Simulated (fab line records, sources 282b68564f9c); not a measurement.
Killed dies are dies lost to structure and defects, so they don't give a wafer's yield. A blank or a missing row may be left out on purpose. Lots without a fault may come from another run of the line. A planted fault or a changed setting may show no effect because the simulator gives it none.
Which tool did it? | flow rit_cmos | 15 lots, 45 wafers sampled, at 2 steps of a route of 202

WHAT THE GAUGES READ, wafer by wafer
The record holds no reading of a measuring or inspecting step that can be judged against a usual standard deviation.

WHICH TOOL RAN EACH LOT (tool, then ch and the chambers of the sampled wafers, then the start)
lot  | RIT_REOX_CLEAN_00              | RIT_M1_PROBE_99
L119 | wet_bench-01 ch 2, day 2 22:50 | -
L120 | wet_bench-03 ch 2, day 3 04:37 | -
L121 | wet_bench-03 ch 0, day 3 04:57 | -
L122 | wet_bench-03 ch 3, day 3 16:58 | -
L123 | wet_bench-02 ch 0, day 3 17:05 | prober-01, day 4 14:40
L124 | wet_bench-01 ch 2, day 3 18:25 | -
L126 | wet_bench-03 ch 3, day 4 06:45 | -
L127 | wet_bench-03 ch 3, day 4 15:43 | -
L128 | wet_bench-01 ch 1, day 4 16:38 | prober-01, day 5 12:31
L130 | wet_bench-03 ch 3, day 5 03:38 | prober-01, day 5 23:24
L132 | wet_bench-03 ch 2, day 5 13:03 | prober-01, day 6 08:40
L134 | wet_bench-03 ch 1, day 5 23:01 | prober-01, day 6 18:51
L138 | wet_bench-01 ch 0, day 6 17:43 | -
L139 | wet_bench-02 ch 3, day 6 23:20 | -
L140 | wet_bench-01 ch 1, day 7 04:49 | -
- RIT_REOX_CLEAN_00: cleans in SC1, time 600 s.
- RIT_M1_PROBE_99

WHAT THE TOOLS THEMSELVES READ (means of the sampled wafers that have a number; where no wafer has one, the mark that the record gives instead)
RIT_REOX_CLEAN_00.
lot  | tool         | bath_guard_temp_C (C) | temp_c (C)
L119 | wet_bench-01 | 75.8                  | 74.95
L120 | wet_bench-03 | 74.6                  | 74.94
L121 | wet_bench-03 | 74.4                  | 74.89
L122 | wet_bench-03 | 74.7                  | 74.94
L123 | wet_bench-02 | 75.0                  | 74.95
L124 | wet_bench-01 | 75.7                  | 74.98
L126 | wet_bench-03 | 74.8                  | 74.91
L127 | wet_bench-03 | 74.8                  | 74.99
L128 | wet_bench-01 | 75.2                  | 75.05
L130 | wet_bench-03 | 81.0                  | 81.36
L132 | wet_bench-03 | 80.8                  | 81.46
L134 | wet_bench-03 | 82.2                  | 81.50
L138 | wet_bench-01 | 75.0                  | 75.19
L139 | wet_bench-02 | 75.3                  | 74.90
L140 | wet_bench-01 | 75.4                  | 75.00

RIT_M1_PROBE_99.
lot  | tool      | killed_at_front_end | killed_dies | killed_open | killed_short
L123 | prober-01 | 6                   | 6           | 2.7         | 3.7
L128 | prober-01 | 6                   | 6           | 5.0         | 1.0
L130 | prober-01 | 7                   | 7           | 3.0         | 4.0
L132 | prober-01 | 6                   | 6           | 1.7         | 4.7
L134 | prober-01 | 9                   | 9           | 4.0         | 4.7

THE ANSWER, worked out from the rows above alone
Rule: what is usual is taken from the lots themselves. Put in order of their means at a reading, lots are off if they are a third of the lots or fewer, leave a main group of 4 or more, and stand apart from it by a gap of 3 or more times the standard deviation of the main group's means; of several such gaps the widest counts. A main group whose means are all the same, to the digits that the tables above print for the reading, isn't used. A lot without any number at a reading at which 4 lots or more have one is off too. The other lots that the step has rows for count as sound. The gauges are gone through in route order, then the tools' own readings, and for those a lot's mean is taken as printed above. The first step at which some lot is off is used, and at that step the reading that is off furthest; a lot without a number counts as furthest.
Off: L130, L132, L134, at RIT_REOX_CLEAN_00 (temp_c). The main group: mean 74.97 C, standard deviation 0.078.
A tool fits if, at that step or a process step before it, it ran every lot that is off, and no sound lot after the first of them. One fits: wet_bench-03 at RIT_REOX_CLEAN_00. Its last sound lot is L127 (day 4 15:43), its first lot that is off L130 (day 5 03:38): a fault that began between those two fits.
The tool's own readings at RIT_REOX_CLEAN_00 bear it out: on the lots that are off they differ by more than 5 times the standard deviation of the sound lots' means. bath_guard_temp_C reads 81.3 C there against 75.1 C on the sound lots; temp_c reads 81.44 C there against 74.97 C on the sound lots.

WHAT THE SIMULATOR HAD PUT IN
Process parameter drift: wet_bench-03, from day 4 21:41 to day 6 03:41, at RIT_REOX_CLEAN_00. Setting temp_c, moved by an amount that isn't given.
Lots struck among those shown: L130, L132, L134. The rule above found the same.
